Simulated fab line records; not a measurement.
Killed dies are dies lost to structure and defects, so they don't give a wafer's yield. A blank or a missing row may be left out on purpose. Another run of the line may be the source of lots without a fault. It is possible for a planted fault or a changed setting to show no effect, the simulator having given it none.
Which of the tools did it? || flow berkeley_cmos170 || 7 lots, 21 wafers sampled, at 2 steps of a route of 331

== WHAT THE GAUGES READ, wafer by wafer ==
UCB170_WELLDRIVE_THK_MEAS_02.
{"lot": "L437", "measured": "day 4 10:14", "on": "film_metro-03", "WELLDRIVE_OXIDE_THK (nm)": "193 195 196"}
{"lot": "L440", "measured": "day 5 05:11", "on": "film_metro-03", "WELLDRIVE_OXIDE_THK (nm)": "189 194 193"}
{"lot": "L443", "measured": "day 5 17:51", "on": "film_metro-02", "WELLDRIVE_OXIDE_THK (nm)": "198 202 201"}
{"lot": "L447", "measured": "day 6 14:18", "on": "film_metro-03", "WELLDRIVE_OXIDE_THK (nm)": "198 196 197"}
{"lot": "L450", "measured": "day 7 05:51", "on": "film_metro-02", "WELLDRIVE_OXIDE_THK (nm)": "198 202 200"}
{"lot": "L455", "measured": "day 8 05:29", "on": "film_metro-01", "WELLDRIVE_OXIDE_THK (nm)": "151 151 148"}
{"lot": "L458", "measured": "day 8 17:49", "on": "film_metro-03", "WELLDRIVE_OXIDE_THK (nm)": "198 198 200"}

== WHAT TOOL EACH LOT RAN ON (gives the tool, then ch and the chambers of the sampled wafers, and finally the start) ==
{"lot": "L437", "UCB170_WELLDRIVE_OXIDATION_01": "furnace-04 ch 0, day 4 06:40"}
{"lot": "L440", "UCB170_WELLDRIVE_OXIDATION_01": "furnace-01 ch 0, day 5 01:41"}
{"lot": "L443", "UCB170_WELLDRIVE_OXIDATION_01": "furnace-02 ch 0, day 5 14:21"}
{"lot": "L447", "UCB170_WELLDRIVE_OXIDATION_01": "furnace-04 ch 0, day 6 10:47"}
{"lot": "L450", "UCB170_WELLDRIVE_OXIDATION_01": "furnace-02 ch 0, day 7 02:21"}
{"lot": "L455", "UCB170_WELLDRIVE_OXIDATION_01": "furnace-04 ch 0, day 8 01:58"}
{"lot": "L458", "UCB170_WELLDRIVE_OXIDATION_01": "furnace-02 ch 0, day 8 14:19"}
- UCB170_WELLDRIVE_OXIDATION_01: target thk 199 nm, ox time 9000 s.

== THE ANSWER, worked out from the rows above alone ==
Rule: the lots themselves supply what counts as usual. The widest of any qualifying gaps counts: lots, ordered by their means at a reading, are off when they make up no more than a third of the lots, leave a main group of 4 or more, and stand apart from it by 3 or more times the standard deviation of that group's means. If all means in a main group match to the digits the tables above print for the reading, that group is not used. A lot without any number at a reading at which 4 lots or more have one is off too. Where the step has rows for the other lots, those lots are counted as sound.
Off: L455, at UCB170_WELLDRIVE_THK_MEAS_02 (WELLDRIVE_OXIDE_THK). The main group: mean 197 nm, standard deviation 3.
If a tool, at a process step before that reading, ran all the lots that are off and no sound lot after the first of them, it fits. The gauges at UCB170_WELLDRIVE_THK_MEAS_02 are tried like those tools. This does not decide it: 2 tools fit, namely furnace-04 at UCB170_WELLDRIVE_OXIDATION_01 and film_metro-01 at UCB170_WELLDRIVE_THK_MEAS_02.

== WHAT WAS PUT IN BY THE SIMULATOR ==
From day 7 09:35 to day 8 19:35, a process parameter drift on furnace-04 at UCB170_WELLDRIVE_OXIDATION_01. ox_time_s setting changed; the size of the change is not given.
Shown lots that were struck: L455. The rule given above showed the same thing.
